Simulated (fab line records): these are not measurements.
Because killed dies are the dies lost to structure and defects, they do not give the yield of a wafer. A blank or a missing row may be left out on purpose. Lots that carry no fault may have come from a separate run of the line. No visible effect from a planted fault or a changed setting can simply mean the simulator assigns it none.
Which of the tools did it? / flow berkeley-cmos170 / 21 wafers from 7 lots sampled at 4 of the route's 331 steps

## WHAT THE GAUGES SHOWED, per wafer
UCB170_M2_CD_MEAS_15: target cd 700 nm.
lot=L266; measured=day 9 07:28; on=cd-sem-02; cd-nm (nm)=698.7 699.4 697.5
lot=L267; measured=day 9 21:25; on=cd-sem-01; cd-nm (nm)=699.8 700.1 698.8
lot=L269; measured=day 10 05:07; on=cd-sem-01; cd-nm (nm)=697.8 700.1 696.9
lot=L271; measured=day 10 21:09; on=cd-sem-01; cd-nm (nm)=759.3 759.2 758.9
lot=L280; measured=day 12 15:20; on=cd-sem-01; cd-nm (nm)=701.7 702.4 701.3
lot=L281; measured=day 12 23:38; on=cd-sem-01; cd-nm (nm)=700.1 700.2 699.1
lot=L283; measured=day 12 21:58; on=cd-sem-01; cd-nm (nm)=699.7 700.9 700.1

## EACH LOT AND THE TOOL THAT RAN IT (in order: tool; ch and the chambers of the sampled wafers; start)
lot=L266; UCB170_GATE_STRIP_16=plasma-asher-02 ch 0,1, day 7 20:41; UCB170_SDANNEAL_RTA_00=rtp-anneal-01 ch 0, day 8 14:04; UCB170_M2_PEB_13=litho-track-01 ch 0, day 9 07:07
lot=L267; UCB170_GATE_STRIP_16=plasma-asher-04 ch 0,1, day 8 14:20; UCB170_SDANNEAL_RTA_00=rtp-anneal-02 ch 0, day 9 07:25; UCB170_M2_PEB_13=litho-track-01 ch 0, day 9 21:07
lot=L269; UCB170_GATE_STRIP_16=plasma-asher-03 ch 0,1, day 8 22:01; UCB170_SDANNEAL_RTA_00=rtp-anneal-02 ch 0, day 9 14:44; UCB170_M2_PEB_13=litho-track-04 ch 0, day 10 04:50
lot=L271; UCB170_GATE_STRIP_16=plasma-asher-03 ch 0,1, day 9 09:04; UCB170_SDANNEAL_RTA_00=rtp-anneal-01 ch 0, day 10 00:22; UCB170_M2_PEB_13=litho-track-01 ch 0, day 10 20:53
lot=L280; UCB170_GATE_STRIP_16=plasma-asher-03 ch 0,1, day 11 09:50; UCB170_SDANNEAL_RTA_00=rtp-anneal-02 ch 0, day 11 23:51; UCB170_M2_PEB_13=litho-track-02 ch 0, day 12 15:04
lot=L281; UCB170_GATE_STRIP_16=plasma-asher-04 ch 0,1, day 11 10:07; UCB170_SDANNEAL_RTA_00=rtp-anneal-02 ch 0, day 12 06:11; UCB170_M2_PEB_13=litho-track-04 ch 0, day 12 23:22
lot=L283; UCB170_GATE_STRIP_16=plasma-asher-02 ch 0,1, day 11 10:26; UCB170_SDANNEAL_RTA_00=rtp-anneal-02 ch 0, day 12 05:41; UCB170_M2_PEB_13=litho-track-02 ch 0, day 12 21:37
- UCB170_GATE_STRIP_16: strips in O2.
- UCB170_SDANNEAL_RTA_00: time 10 s.
- UCB170_M2_PEB_13

## THE ANSWER, worked out from the rows above alone
Rule: the usual values come from the lots themselves. Put in order of their means at a reading, lots are off if they are a third of the lots or fewer, leave a main group of 4 or more, and stand apart from it by a gap of 3 or more times the standard deviation of the main group's means; of several such gaps the widest counts. The tables above print the reading to a certain number of digits; a main group whose means all agree to those digits is not used. A lot without any number at a reading at which 4 lots or more have one is off too. Any other lot the step has rows for is counted as sound.
Off, at UCB170_M2_CD_MEAS_15 on cd-nm: L271. Main group: mean 699.7 nm, sd 1.2.
If a tool, at a process step before that reading, ran all the lots that are off and no sound lot after the first of them, it fits. Gauges at UCB170_M2_CD_MEAS_15: tried the same way as those tools. Undecided on this evidence; 2 tools fit (rtp-anneal-01 at UCB170_SDANNEAL_RTA_00, litho-track-01 at UCB170_M2_PEB_13).

## WHAT WAS PUT IN BY THE SIMULATOR
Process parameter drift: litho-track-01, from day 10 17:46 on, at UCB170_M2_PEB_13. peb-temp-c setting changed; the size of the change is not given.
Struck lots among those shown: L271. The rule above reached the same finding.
